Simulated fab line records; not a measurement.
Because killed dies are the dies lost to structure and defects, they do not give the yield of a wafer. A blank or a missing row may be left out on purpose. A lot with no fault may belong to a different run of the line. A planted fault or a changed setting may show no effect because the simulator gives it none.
Which tool did it? + flow berkeley-cmos170 + route of 331 steps, sampled at 1 step: 6 lots, 18 wafers

WHAT EACH GAUGE READ, for each wafer
UCB170_V1_BOW_MEAS_03.
| lot  | measured     | on            | V1_BOW (um) |
|------|--------------|---------------|-------------|
| L610 | day 8 03:34  | film-metro-03 | 9 21 19     |
| L611 | day 8 13:40  | film-metro-03 | 7 6 23      |
| L619 | day 9 21:25  | film-metro-03 | 18 30 13    |
| L624 | day 10 21:04 | film-metro-02 | 12 12 14    |
| L625 | day 11 09:55 | film-metro-03 | 20 27 15    |
| L629 | day 12 10:39 | film-metro-03 | 24 15 14    |

EACH LOT AND THE TOOL THAT RAN IT (in order: tool; ch and the chambers of the sampled wafers; start)
Record: no process step prior to these readings.

THE ANSWER, worked out from the rows above alone
Rule: the usual values come from the lots themselves. The widest of any qualifying gaps counts: lots, ordered by their means at a reading, are off when they make up no more than a third of the lots, leave a main group of 4 or more, and stand apart from it by 3 or more times the standard deviation of that group's means. If all means in a main group match to the digits the tables above print for the reading, that group is not used. A lot without any number at a reading at which 4 lots or more have one is off too. All remaining lots with rows at the step are treated as sound.
None of the lots is off at any reading shown; this tells nothing.

WHAT THE SIMULATOR PUT IN
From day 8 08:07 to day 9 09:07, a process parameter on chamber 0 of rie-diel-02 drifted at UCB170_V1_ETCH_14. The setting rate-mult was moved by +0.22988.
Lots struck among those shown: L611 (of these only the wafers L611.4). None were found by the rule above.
